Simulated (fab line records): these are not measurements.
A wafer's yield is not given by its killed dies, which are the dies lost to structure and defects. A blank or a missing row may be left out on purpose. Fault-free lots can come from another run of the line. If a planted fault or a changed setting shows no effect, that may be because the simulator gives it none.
Split-lot experiment || flow rit-cmos || 5 lots, 23 wafers read, on a route of 202 steps

## ON THE SPLIT
At RIT_GATE_COAT_11 (resist thk 850 nm), the setting spin-rpm was moved away from the recipe's 4250 rpm on 10 of the 23 wafers read, by -2.0% to +5.1%. All remaining wafers had this setting at the recipe value.

## FROM THE SPLIT TO THE READING: what the file shows between them, 2 steps
- RIT_GATE_DEVELOP_15: develop time 50 s (also split here: develop-time-s)
- RIT_GATE_HARDBAKE_18: time 60 s

## THE READING
NOVOLAK_of_GATE_COAT_11.thk-nm (the simulator's own value, which no gauge read), in nm, at RIT_GATE_ETCH_19 (etches poly-Si in SF6/CHF3/O2, stops on SiO2, time 171.6 s, target depth 312.5 nm). No usual value for it is given in the file. Across the 13 wafers here that went through the recipe, the average is 666.3 nm and the standard deviation 2 nm.

{"wafer": "L075.2", "tool, chamber at the split": "litho-track-03, 0", "spin-rpm as run, rpm": 4250, "against the recipe": "recipe", "NOVOLAK_of_GATE_COAT_11.thk-nm, nm": 664, "against lot-mates on the recipe": "-"}
{"wafer": "L075.3", "tool, chamber at the split": "litho-track-03, 0", "spin-rpm as run, rpm": 4346, "against the recipe": "+2.3%", "NOVOLAK_of_GATE_COAT_11.thk-nm, nm": 662.1, "against lot-mates on the recipe": -2.7}
{"wafer": "L075.4", "tool, chamber at the split": "litho-track-03, 0", "spin-rpm as run, rpm": 4250, "against the recipe": "recipe", "NOVOLAK_of_GATE_COAT_11.thk-nm, nm": 664.5, "against lot-mates on the recipe": "-"}
{"wafer": "L075.5", "tool, chamber at the split": "litho-track-03, 0", "spin-rpm as run, rpm": 4346, "against the recipe": "+2.3%", "NOVOLAK_of_GATE_COAT_11.thk-nm, nm": 655.4, "against lot-mates on the recipe": -9.4}
{"wafer": "L075.6", "tool, chamber at the split": "litho-track-03, 0", "spin-rpm as run, rpm": 4250, "against the recipe": "recipe", "NOVOLAK_of_GATE_COAT_11.thk-nm, nm": 666, "against lot-mates on the recipe": "-"}
{"wafer": "L077.2", "tool, chamber at the split": "litho-track-03, 0", "spin-rpm as run, rpm": 4468, "against the recipe": "+5.1%", "NOVOLAK_of_GATE_COAT_11.thk-nm, nm": 649.9, "against lot-mates on the recipe": -16.1}
{"wafer": "L077.3", "tool, chamber at the split": "litho-track-03, 0", "spin-rpm as run, rpm": 4468, "against the recipe": "+5.1%", "NOVOLAK_of_GATE_COAT_11.thk-nm, nm": 644.3, "against lot-mates on the recipe": -21.8}
{"wafer": "L077.4", "tool, chamber at the split": "litho-track-03, 0", "spin-rpm as run, rpm": 4468, "against the recipe": "+5.1%", "NOVOLAK_of_GATE_COAT_11.thk-nm, nm": 644.8, "against lot-mates on the recipe": -21.2}
{"wafer": "L077.5", "tool, chamber at the split": "litho-track-03, 0", "spin-rpm as run, rpm": 4250, "against the recipe": "recipe", "NOVOLAK_of_GATE_COAT_11.thk-nm, nm": 665, "against lot-mates on the recipe": "-"}
{"wafer": "L077.6", "tool, chamber at the split": "litho-track-03, 0", "spin-rpm as run, rpm": 4250, "against the recipe": "recipe", "NOVOLAK_of_GATE_COAT_11.thk-nm, nm": 667.1, "against lot-mates on the recipe": "-"}
{"wafer": "L078.3", "tool, chamber at the split": "litho-track-04, 0", "spin-rpm as run, rpm": 4250, "against the recipe": "recipe", "NOVOLAK_of_GATE_COAT_11.thk-nm, nm": 670.4, "against lot-mates on the recipe": "-"}
{"wafer": "L078.5", "tool, chamber at the split": "litho-track-04, 0", "spin-rpm as run, rpm": 4250, "against the recipe": "recipe", "NOVOLAK_of_GATE_COAT_11.thk-nm, nm": 665.7, "against lot-mates on the recipe": "-"}
{"wafer": "L078.6", "tool, chamber at the split": "litho-track-04, 0", "spin-rpm as run, rpm": 4250, "against the recipe": "recipe", "NOVOLAK_of_GATE_COAT_11.thk-nm, nm": 670.6, "against lot-mates on the recipe": "-"}
{"wafer": "L080.2", "tool, chamber at the split": "litho-track-04, 0", "spin-rpm as run, rpm": 4250, "against the recipe": "recipe", "NOVOLAK_of_GATE_COAT_11.thk-nm, nm": 665.8, "against lot-mates on the recipe": "-"}
{"wafer": "L080.3", "tool, chamber at the split": "litho-track-04, 0", "spin-rpm as run, rpm": 4250, "against the recipe": "recipe", "NOVOLAK_of_GATE_COAT_11.thk-nm, nm": 666.3, "against lot-mates on the recipe": "-"}
{"wafer": "L080.4", "tool, chamber at the split": "litho-track-04, 0", "spin-rpm as run, rpm": 4250, "against the recipe": "recipe", "NOVOLAK_of_GATE_COAT_11.thk-nm, nm": 665.9, "against lot-mates on the recipe": "-"}
{"wafer": "L080.5", "tool, chamber at the split": "litho-track-04, 0", "spin-rpm as run, rpm": 4406, "against the recipe": "+3.7%", "NOVOLAK_of_GATE_COAT_11.thk-nm, nm": 654.3, "against lot-mates on the recipe": -11.7}
{"wafer": "L080.6", "tool, chamber at the split": "litho-track-04, 0", "spin-rpm as run, rpm": 4406, "against the recipe": "+3.7%", "NOVOLAK_of_GATE_COAT_11.thk-nm, nm": 658.6, "against lot-mates on the recipe": -7.4}
{"wafer": "L084.1", "tool, chamber at the split": "litho-track-04, 0", "spin-rpm as run, rpm": 4163, "against the recipe": "-2.0%", "NOVOLAK_of_GATE_COAT_11.thk-nm, nm": 670.8, "against lot-mates on the recipe": "+5.5"}
{"wafer": "L084.2", "tool, chamber at the split": "litho-track-04, 0", "spin-rpm as run, rpm": 4250, "against the recipe": "recipe", "NOVOLAK_of_GATE_COAT_11.thk-nm, nm": 664.5, "against lot-mates on the recipe": "-"}
{"wafer": "L084.3", "tool, chamber at the split": "litho-track-04, 0", "spin-rpm as run, rpm": 4250, "against the recipe": "recipe", "NOVOLAK_of_GATE_COAT_11.thk-nm, nm": 666.1, "against lot-mates on the recipe": "-"}
{"wafer": "L084.4", "tool, chamber at the split": "litho-track-04, 0", "spin-rpm as run, rpm": 4163, "against the recipe": "-2.0%", "NOVOLAK_of_GATE_COAT_11.thk-nm, nm": 673.6, "against lot-mates on the recipe": "+8.3"}
{"wafer": "L084.5", "tool, chamber at the split": "litho-track-04, 0", "spin-rpm as run, rpm": 4163, "against the recipe": "-2.0%", "NOVOLAK_of_GATE_COAT_11.thk-nm, nm": 676.6, "against lot-mates on the recipe": "+11.3"}

THE FIT
A straight line over all 23 wafers: NOVOLAK_of_GATE_COAT_11.thk-nm changes by -3.59 nm for each +1% of spin-rpm; r = -0.95; the points scatter about the line by 2.7 nm.
The same after taking each lot's own level away (the mean of its wafers on the recipe; 23 wafers): -3.59 nm for each +1%; r = -0.96; scatter 2.5 nm.
On that fit, the largest move of spin-rpm shifts the reading by 18 nm.
From 664.83 to 668.90 nm: that is the span of the lots' own levels, equal to 2.1 times the standard deviation above.
Consequently the slope shifts little with the lot-to-lot level, the two slopes agreeing.
Check: for one of the wafers moved furthest among these (+5.1%), held out of the fit, the line's prediction against its lot-mates is -18.4 nm. It came out at -16.1 nm against them.

## THESE WAFERS: OTHER SPLITS
These wafers also went through other splits before the reading. Each is held against what the fit with the lots' levels taken away leaves over:
{"other split on the same wafers": "RIT_ACTIVE_OXIDATION_01 ox-time-s", "wafers away from the commonest value": 18, "r with NOVOLAK_of_GATE_COAT_11.thk-nm (lot level and that fit taken away)": "+0.03"}
{"other split on the same wafers": "RIT_ACTIVE_COAT_06 spin-rpm", "wafers away from the commonest value": 6, "r with NOVOLAK_of_GATE_COAT_11.thk-nm (lot level and that fit taken away)": "+0.12"}
{"other split on the same wafers": "RIT_NWELL_IMPLANT_08 energy-kev", "wafers away from the commonest value": 9, "r with NOVOLAK_of_GATE_COAT_11.thk-nm (lot level and that fit taken away)": -0.07}
{"other split on the same wafers": "RIT_NRETRO_COAT_01 spin-rpm", "wafers away from the commonest value": 11, "r with NOVOLAK_of_GATE_COAT_11.thk-nm (lot level and that fit taken away)": "+0.30"}
{"other split on the same wafers": "RIT_PRETRO_COAT_01 resist-thk-nm", "wafers away from the commonest value": 4, "r with NOVOLAK_of_GATE_COAT_11.thk-nm (lot level and that fit taken away)": "+0.07"}
{"other split on the same wafers": "RIT_PRETRO_HARDBAKE_07 temp-c", "wafers away from the commonest value": 6, "r with NOVOLAK_of_GATE_COAT_11.thk-nm (lot level and that fit taken away)": -0.09}
{"other split on the same wafers": "RIT_GATE_DEVELOP_15 develop-time-s", "wafers away from the commonest value": 9, "r with NOVOLAK_of_GATE_COAT_11.thk-nm (lot level and that fit taken away)": -0.06}

## THE WHOLE CHAIN: every reading that the file lists as answering this split, in the file's order
{"step": "RIT_GATE_COAT_11", "what it does": "resist thk 850 nm", "reading": "NOVOLAK_of_GATE_COAT_11.thk-nm (the simulator's own value, which no gauge read)", "change (the file's fit)": "-4.14 nm for each +1% of the setting", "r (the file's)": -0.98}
{"step": "RIT_GATE_HARDBAKE_18", "what it does": "time 60 s", "reading": "NOVOLAK_of_GATE_COAT_11.thk-nm (the simulator's own value, which no gauge read)", "change (the file's fit)": "-3.62 nm for each +1% of the setting", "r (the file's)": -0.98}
{"step": "RIT_GATE_ETCH_19", "what it does": "etches poly-Si in SF6/CHF3/O2, stops on SiO2, time 171.6 s, target depth 312.5 nm", "reading": "NOVOLAK_of_GATE_COAT_11.thk-nm (the simulator's own value, which no gauge read)", "change (the file's fit)": "-3.41 nm for each +1% of the setting", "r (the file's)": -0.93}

## THE FILE'S OWN FIT
NOVOLAK_of_GATE_COAT_11.thk-nm changes by -3.41 nm for each +1% of spin-rpm, r = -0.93.
